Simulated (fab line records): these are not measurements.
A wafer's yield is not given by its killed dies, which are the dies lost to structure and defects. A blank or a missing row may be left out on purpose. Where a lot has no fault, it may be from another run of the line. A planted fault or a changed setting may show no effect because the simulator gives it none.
Code-filled problem report in 8D (eight disciplines) form | flow rit-cmos | the parts of the form that need people (team, actions taken, sign-off) are left out

1. PROBLEM STATEMENT
Wafers without a fault read 62.55 W, standard deviation 0.051; heater-power-total-W at RIT_PSD_HARDBAKE_07 reads a mean of 55.90 W on 6 wafers belonging to 2 lots. That is -99 or more standard deviations from the usual mean.
The step: time 60 s.
Seen first at day 5 02:01 on litho-track-04, wafer L606.2. The record holds 18 wafers of 6 lots with a number at this step. Rule for "out" (also "out of limits"): further than 4 standard deviations from the usual mean. Any other wafer with a number is counted as sound.

2. WHAT IT IS, AND WHAT IT ISN'T
question                    | is                                 | is not
which readings at this step | heater-power-total-W, plate-temp-C | chill-plate-temp-C, exhaust-pa, resist-line-temp-C
which lots                  | L606, L608                         | L597, L600, L616, L620
which wafers of those lots  | all that have a number             | -
read on which tools         | litho-track-04                     | litho-track-01, litho-track-02
when                        | from day 5 02:01                   | up to then (6 sound wafers); but 6 sound wafers of L616, L620 came after

3. SUSPECTS, AND WHAT RULES EACH OUT
Counting: a tool at any process step up to the reading remains a suspect when it ran all the lots that are out and ran no sound lot after the first of those.
- plasma-asher-01 at RIT_NSD_STRIP_09 (strips in O2, time 180 s): ruled out as a lasting fault. The sound lots L620 went through it after L606, its earliest lot that is out (day 5 00:40).
- litho-track-04 at RIT_PSD_HARDBAKE_07 (time 60 s): kept. All lots that are out passed through it, beginning with L606 at day 5 02:01, and no sound lot followed; its final sound lot before that point was L600 at day 4 00:43. On those wafers its own readings are out: heater-power-total-W, plate-temp-C.
Left after counting: litho-track-04 at RIT_PSD_HARDBAKE_07.

4. THE CAUSE (what the simulator had put in)
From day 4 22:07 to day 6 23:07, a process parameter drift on litho-track-04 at RIT_PSD_HARDBAKE_07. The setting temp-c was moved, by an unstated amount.
This tool alone remained once counting was done.

5. THE CHAIN OF EFFECTS, in route order
Rows list readings where the struck wafers' mean (over those with a number) sits beyond 3 standard deviations from the usual. Readings are gone through only where the record gives a usual standard deviation; hours: the median, over the lots, of the time from a lot's start at the first step in this table giving one to that lot's start at this step; sigmas: the change measured in usual standard deviations.
hours | step                | reading              | usual    | on struck wafers | change | sigmas
0     | RIT_PSD_HARDBAKE_07 | heater-power-total-W | 62.55 W  | 55.90            | -6.65  | -99 or more
0     | RIT_PSD_HARDBAKE_07 | plate-temp-C         | 139.99 C | 128.50           | -11.49 | -82
The process steps in it:
- RIT_PSD_HARDBAKE_07: time 60 s.

6. WHAT WOULD HAVE CAUGHT IT SOONER
In this record the first reading out of limits was taken at day 5 02:01, 4 hours after the fault began at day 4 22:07.
